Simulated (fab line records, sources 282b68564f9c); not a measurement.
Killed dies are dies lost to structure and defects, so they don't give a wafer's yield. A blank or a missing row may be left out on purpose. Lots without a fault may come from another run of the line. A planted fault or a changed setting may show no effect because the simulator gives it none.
A struck lot beside a sound one | flow rit_cmos | 15 steps out of a route of 202
Sound: wafers L442.1, L442.3, L442.6. Struck: wafers L450.3, L450.4, L450.6. The cause comes at the end.
At each step with rows: each side's tool, then ch and its chambers, then its first start. Under that, the readings that differ: sound wafers | struck wafers | difference of the means | sigmas: that difference in standard deviations of wafers without a fault.
alike: readings whose means differ by less than 2 such deviations, and words and numbers that are the same on both sides. not compared: withheld readings, readings that some wafer has no value for, bounds like >300 that may hide the same value, and numbers for which the record gives no deviation and whose values overlap.
The two part at a step that has a row with sigmas, a row that says differs or no value, or rows on one side only. Numbers that don't overlap but have no deviation are shown without sigmas and don't part them. A reading that every wafer of one side lacks parts them only if that side has two wafers or more.

first, 2 steps without rows for these wafers: RIT_NSD_PEB_04; RIT_NSD_DEVELOP_05 (develop time 50 s).
RIT_NSD_OVL_MEAS_06:
  sound on overlay-01, day 5 13:07; struck on overlay-02, day 7 03:26
  alike: NSD_OVL
then, 2 steps without rows for these wafers: RIT_NSD_HARDBAKE_07 (time 60 s); RIT_NSD_IMPLANT_08.
RIT_NSD_STRIP_09: strips in O2, time 180 s.
  sound on plasma_asher-01 ch 0,1, day 5 13:26; struck on plasma_asher-01 ch 0,1, day 7 03:49
  alike: drypump_motor_current_A
  not compared: rf_hours_counter_h
RIT_NSD_TW_MEAS_10:
  sound on film_metro-03, day 5 13:37; struck on film_metro-04, day 7 03:58
  alike: NSD_TW
then, 5 steps without rows for these wafers: RIT_PSD_HMDS_00 (prime time 60 s); RIT_PSD_COAT_01 (resist thk 1000 nm); RIT_PSD_SOFTBAKE_02 (time 60 s); RIT_PSD_EXPOSE_03 (exposes mask M10, target cd 40900 nm); RIT_PSD_PEB_04.
RIT_PSD_DEVELOP_05: develop time 50 s.
  sound on litho_track-04 ch 0, day 5 14:00; struck on litho_track-04 ch 0, day 7 04:00
  reading              | sound             | struck            | difference | sigmas
  developer_temp_C (C) | 22.94 23.11 23.01 | 20.78 20.82 20.68 | -2.26      | -21
RIT_PSD_OVL_MEAS_06:
  sound on overlay-02, day 5 14:49; struck on overlay-01, day 7 04:52
  alike: PSD_OVL
RIT_M1_PROBE_99:
  the record has rows for the sound wafers here (prober-01, day 5 23:19) and none for the struck ones

WHERE THEY PART
First at RIT_PSD_DEVELOP_05; last, within this record, at RIT_M1_PROBE_99.

WHY: what the simulator had put in
Process parameter drift: litho_track-04, from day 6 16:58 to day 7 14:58, at RIT_PSD_DEVELOP_05. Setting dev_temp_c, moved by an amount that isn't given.
